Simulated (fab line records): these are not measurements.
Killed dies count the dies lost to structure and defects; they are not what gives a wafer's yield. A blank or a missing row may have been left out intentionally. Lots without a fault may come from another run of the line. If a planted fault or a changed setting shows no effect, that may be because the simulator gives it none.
Comparing a struck lot with a sound one    flow rit cmos    22 steps out of a route of 202
Sound: these wafers, L535.1, L535.3, L535.4. Wafers struck: L541.2, L541.3, L541.5. At the end, the cause is stated.
For every step that has rows: the tool of each side, followed by ch and its chambers, followed by its first start. Under that, the readings that differ: sound wafers    struck wafers    difference of the means    sigmas: that difference in standard deviations of wafers without a fault.
alike: a reading whose means differ by less than 2 such deviations, as well as words and numbers matching on both sides. not compared: withheld readings; readings where some wafer has no value; bounds like >300 that might hide an equal value; numbers whose values overlap and for which the record gives no deviation.
The two part at a step that has a row with sigmas, a row that says differs or no value, or rows on one side only. Numbers that have no deviation but don't overlap get no sigmas and don't part them. A reading missing from all wafers of one side parts the sides only when that side holds two or more wafers.

first, 4 steps without rows for these wafers: RIT_NWELL_SOFTBAKE_02 (time 60 s); RIT_NWELL_EXPOSE_03 (exposes mask M2, target cd 43900 nm); RIT_NWELL_PEB_04; RIT_NWELL_DEVELOP_05 (develop time 68 s).
RIT_NWELL_OVL_MEAS_06:
  sound on overlay-02, day 2 09:42; struck on overlay-02, day 3 13:11
  alike: NWELL_OVL
then, 2 steps without rows for these wafers: RIT_NWELL_HARDBAKE_07 (time 120 s); RIT_NWELL_IMPLANT_08.
RIT_NWELL_STRIP_09: strips in O2, time 180 s.
  sound on plasma asher-01 ch 0,1, day 2 10:08; struck on plasma asher-04 ch 0,1, day 3 13:37
  alike: drypump motor current A
  not compared: rf hours counter h
RIT_NWELL_TW_MEAS_10:
  sound on film metro-03, day 2 10:19; struck on film metro-03, day 3 13:48
  alike: NWELL_TW
then, 3 steps without rows for these wafers: RIT_PWELL_HMDS_00 (prime time 60 s); RIT_PWELL_COAT_01 (resist thk 1300 nm); RIT_PWELL_SOFTBAKE_02 (time 60 s).
RIT_PWELL_EXPOSE_03: exposes mask M3, target cd 43700 nm.
  sound on iline stepper-02 ch 0, day 2 10:57; struck on iline stepper-01 ch 0, day 3 14:27
reading  sound           struck          difference  sigmas
mask     M3#0 M3#0 M3#0  M2#0 M2#0 M2#0  differs     
  alike: focus offset nm
then, 2 steps without rows for these wafers: RIT_PWELL_PEB_04; RIT_PWELL_DEVELOP_05 (develop time 68 s).
RIT_PWELL_OVL_MEAS_06:
  sound on overlay-02, day 2 11:23; struck on overlay-01, day 3 14:56
reading         sound          struck  difference                     sigmas
PWELL_OVL (nm)  -0.5 0.2 -0.2  - - -   no value on the struck wafers  
then, 2 steps without rows for these wafers: RIT_PWELL_HARDBAKE_07 (time 120 s); RIT_PWELL_IMPLANT_08.
RIT_PWELL_STRIP_09: strips in O2, time 180 s.
  sound on plasma asher-04 ch 0,1, day 2 11:49; struck on plasma asher-02 ch 0,1, day 3 15:29
  alike: drypump motor current A
  not compared: rf hours counter h
RIT_PWELL_TW_MEAS_10:
  sound on film metro-02, day 2 12:00; struck on film metro-02, day 3 15:40
reading   sound        struck    difference  sigmas
PWELL_TW  942 944 943  29 30 30  -913        -83
then, 1 step without rows for these wafers: RIT_WELLDRIVE_ANNEAL_00 (time 14700 s).
RIT_M1_PROBE_99:
  record: rows for the struck wafers here (prober-02, day 5 03:58), none for the sound ones

WHERE THEY PART
First at RIT_PWELL_EXPOSE_03; last, within this record, at RIT_M1_PROBE_99.

WHY: whatever the simulator had introduced
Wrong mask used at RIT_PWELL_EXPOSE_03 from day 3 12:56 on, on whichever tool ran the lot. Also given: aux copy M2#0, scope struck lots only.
